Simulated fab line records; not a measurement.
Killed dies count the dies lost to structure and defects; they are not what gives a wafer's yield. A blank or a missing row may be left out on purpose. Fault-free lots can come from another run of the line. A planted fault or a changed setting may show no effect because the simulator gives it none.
Which tool is to blame?	flow berkeley-cmos170	13 lots, 39 wafers sampled, at 6 steps of a route of 331

WHAT EACH GAUGE READ, for each wafer
UCB170_PWELL_THK_MEAS_06. Usual: PWELL_NITRIDE_THK typically reads 219.3 nm, with standard deviation 1.8.
lot	measured	on	PWELL_NITRIDE_THK (nm)	flag
L335	day 3 06:34	film-metro-03	218.1 217.9 216.1	
L336	day 3 15:33	film-metro-03	218.2 216.6 215.6	
L337	day 3 15:34	film-metro-04	223.6 223.5 221.6	
L338	day 3 21:32	film-metro-03	218.3 217.8 216.2	
L340	day 4 10:35	film-metro-03	216.6 220.0 218.9	
L341	day 4 21:10	film-metro-04	217.0 215.6 217.0	
L343	day 5 04:05	film-metro-03	223.5 223.2 223.7	
L344	day 5 13:42	film-metro-03	218.3 218.4 218.3	
L345	day 5 13:43	film-metro-01	219.7 221.1 217.2	
L346	day 5 21:55	film-metro-01	368.6 369.1 369.5	OFF
L347	day 6 02:30	film-metro-03	219.6 219.5 219.3	
L352	day 7 08:14	film-metro-03	218.9 217.3 217.9	
L356	day 7 16:11	film-metro-01	220.5 220.0 219.2	

UCB170_PWELL_OVL_MEAS_13. Usual: PWELL_OVL typically reads 1 nm, with standard deviation 5.4.
lot	measured	on	PWELL_OVL (nm)	flag
L335	day 3 07:47	overlay-01	17 15 14	
L336	day 3 16:38	overlay-01	-4 2 0	
L337	day 3 16:28	overlay-01	0 4 1	
L338	day 3 22:34	overlay-02	3 2 8	
L340	day 4 12:11	overlay-01	8 7 7	
L341	day 4 22:25	overlay-01	-1 5 4	
L343	day 5 05:07	overlay-01	-6 -1 -6	
L344	day 5 14:36	overlay-02	-2 -3 -9	
L345	day 5 14:51	overlay-01	-3 -2 2	
L346	day 5 23:02	overlay-02	-9 -4 -6	
L347	day 6 03:24	overlay-01	5 6 5	
L352	day 7 10:07	overlay-01	8 11 8	
L356	day 7 18:05	overlay-01	2 2 6	

UCB170_PWELL_TW_MEAS_17. Usual: PWELL_TW typically reads 381, with standard deviation 3.3.
lot	measured	on	PWELL_TW	flag
L335	day 3 08:10	film-metro-03	377 381 378	
L336	day 3 17:02	film-metro-03	378 380 380	
L337	day 3 16:52	film-metro-04	378 379 379	
L338	day 3 22:57	film-metro-03	378 377 379	
L340	day 4 12:35	film-metro-03	377 377 375	
L341	day 4 22:49	film-metro-01	383 383 384	
L343	day 5 05:30	film-metro-01	387 386 386	
L344	day 5 14:59	film-metro-01	384 385 386	
L345	day 5 15:17	film-metro-03	381 382 381	
L346	day 5 23:25	film-metro-04	379 380 378	
L347	day 6 03:50	film-metro-01	388 388 387	
L352	day 7 10:31	film-metro-01	385 387 384	
L356	day 7 18:29	film-metro-01	383 384 384	

UCB170_ACTIVE_THK_MEAS_03. Usual: ACTIVE_OXIDE_THK typically reads 26.3 nm, with standard deviation 0.41.
lot	measured	on	ACTIVE_OXIDE_THK (nm)	flag
L335	day 4 07:25	film-metro-04	25.1 25.7 25.3	
L336	day 4 16:35	film-metro-04	26.4 27.0 26.8	
L337	day 4 16:37	film-metro-01	26.0 26.3 26.2	
L338	day 4 22:09	film-metro-01	27.0 26.8 26.8	
L340	day 5 15:05	film-metro-02	26.2 26.4 26.1	
L341	day 5 23:42	film-metro-02	26.7 26.4 26.5	
L343	day 5 23:41	film-metro-04	26.8 26.2 26.5	
L344	day 6 12:04	film-metro-02	26.4 26.5 26.8	
L345	day 6 12:03	film-metro-01	26.2 26.5 26.4	
L347	day 6 22:49	film-metro-01	26.3 26.7 26.6	
L352	day 8 06:28	film-metro-04	25.7 25.6 25.6	
L356	day 8 11:49	film-metro-04	26.0 26.5 25.9	

WHAT TOOL EACH LOT RAN ON (gives the tool, then ch and the chambers of the sampled wafers, and finally the start)
lot	UCB170_PWELL_CVD_05	UCB170_PWELL_ETCH_14
L335	lpcvd-01 ch 1, day 3 04:38	rie-diel-01 ch 0,1,3, day 3 07:49
L336	lpcvd-02 ch 1, day 3 13:38	rie-diel-02 ch 1,2, day 3 16:41
L337	lpcvd-02 ch 0, day 3 13:38	rie-diel-03 ch 0,1,2, day 3 16:29
L338	lpcvd-01 ch 0, day 3 19:37	rie-diel-01 ch 0,1,2, day 3 22:36
L340	lpcvd-02 ch 0, day 4 08:39	rie-diel-03 ch 0,2, day 4 12:13
L341	lpcvd-01 ch 0, day 4 19:14	rie-diel-02 ch 0,1,2, day 4 22:27
L343	lpcvd-02 ch 1, day 5 02:10	rie-diel-03 ch 0,1, day 5 05:09
L344	lpcvd-01 ch 1, day 5 11:47	rie-diel-01 ch 0,1,3, day 5 14:38
L345	lpcvd-01 ch 1, day 5 11:47	rie-diel-02 ch 0,1, day 5 14:53
L346	lpcvd-01 ch 1, day 5 19:03	rie-diel-02 ch 0,1, day 5 23:04
L347	lpcvd-02 ch 0, day 6 00:35	rie-diel-02 ch 1, day 6 03:26
L352	lpcvd-02 ch 1, day 7 06:18	rie-diel-03 ch 1,3, day 7 10:09
L356	lpcvd-02 ch 0, day 7 13:17	rie-diel-03 ch 1,2,3, day 7 18:07
- UCB170_PWELL_CVD_05: deposits Si3N4 from SiH2Cl2/NH3, target thk 220 nm, time 3300 s.
- UCB170_PWELL_ETCH_14: etches Si3N4 in CH3F/Ar/O2, stops on SiO2, target depth 242 nm, time 151 s.

AS READ BY THE TOOLS THEMSELVES (means over the sampled wafers that have a number; for cases with no such wafer, the mark the record gives instead)
UCB170_PWELL_CVD_05. Usual: spike-tc-centre-C 802.3 C, standard deviation 1.7.
lot	tool	spike-tc-centre-C (C)	flag
L335	lpcvd-01	802.0	
L336	lpcvd-02	801.0	
L337	lpcvd-02	805.0	
L338	lpcvd-01	800.9	
L340	lpcvd-02	802.6	
L341	lpcvd-01	802.1	
L343	lpcvd-02	800.5	
L344	lpcvd-01	801.8	
L345	lpcvd-01	802.7	
L346	lpcvd-01	802.9	
L347	lpcvd-02	804.3	
L352	lpcvd-02	800.4	
L356	lpcvd-02	803.3	

UCB170_PWELL_ETCH_14. Usual: drypump-motor-current-A 5.80 A, standard deviation 0.29; oes-product-au 0.943 a.u., standard deviation 0.013; throttle-valve-pct 8.00 %, standard deviation 0.14.
lot	tool	drypump-motor-current-A (A)	oes-product-au (a.u.)	throttle-valve-pct (%)	flag
L335	rie-diel-01	5.63	0.947	8.19	
L336	rie-diel-02	5.72	0.917	7.96	
L337	rie-diel-03	5.93	0.950	7.96	
L338	rie-diel-01	5.55	0.940	8.01	
L340	rie-diel-03	5.84	0.948	8.01	
L341	rie-diel-02	5.85	0.930	7.98	
L343	rie-diel-03	5.79	0.947	7.90	
L344	rie-diel-01	5.61	0.949	8.17	
L345	rie-diel-02	5.94	0.951	7.99	
L346	rie-diel-02	5.81	1.002	7.96	OFF
L347	rie-diel-02	5.68	0.927	7.91	
L352	rie-diel-03	6.17	0.934	7.90	
L356	rie-diel-03	6.11	0.946	7.97	

THE ANSWER, worked out from the rows above alone
Rule: lot off if the mean of its wafers having a number is beyond 3 standard deviations from the usual mean. Also off: a lot with no number at a reading for which 4 or more lots have one. The other lots that the step has rows for count as sound. First the gauges in route order, then the tools' own readings, where a lot's mean is used as printed above. At the first step where some lot is off, the reading lying furthest off is the one used; lots without a number count as furthest.
Off: L346, at UCB170_PWELL_THK_MEAS_06 (PWELL_NITRIDE_THK).
If a tool, at a process step before that reading, ran all the lots that are off and no sound lot after the first of them, it fits. The gauges at UCB170_PWELL_THK_MEAS_06 aren't tried: what is off there is off at UCB170_PWELL_ETCH_14 too, on other tools, and a gauge's error can't cause that. One fits: lpcvd-01 at UCB170_PWELL_CVD_05. Its last sound lot is L344 (day 5 11:47), its first lot that is off L346 (day 5 19:03): a fault that began between those two fits.

WHAT WAS PUT IN BY THE SIMULATOR
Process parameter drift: lpcvd-01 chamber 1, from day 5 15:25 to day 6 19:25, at UCB170_PWELL_CVD_05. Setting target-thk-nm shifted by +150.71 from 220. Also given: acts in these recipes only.
Lots struck among those shown: L346. The rule above reached the same finding.
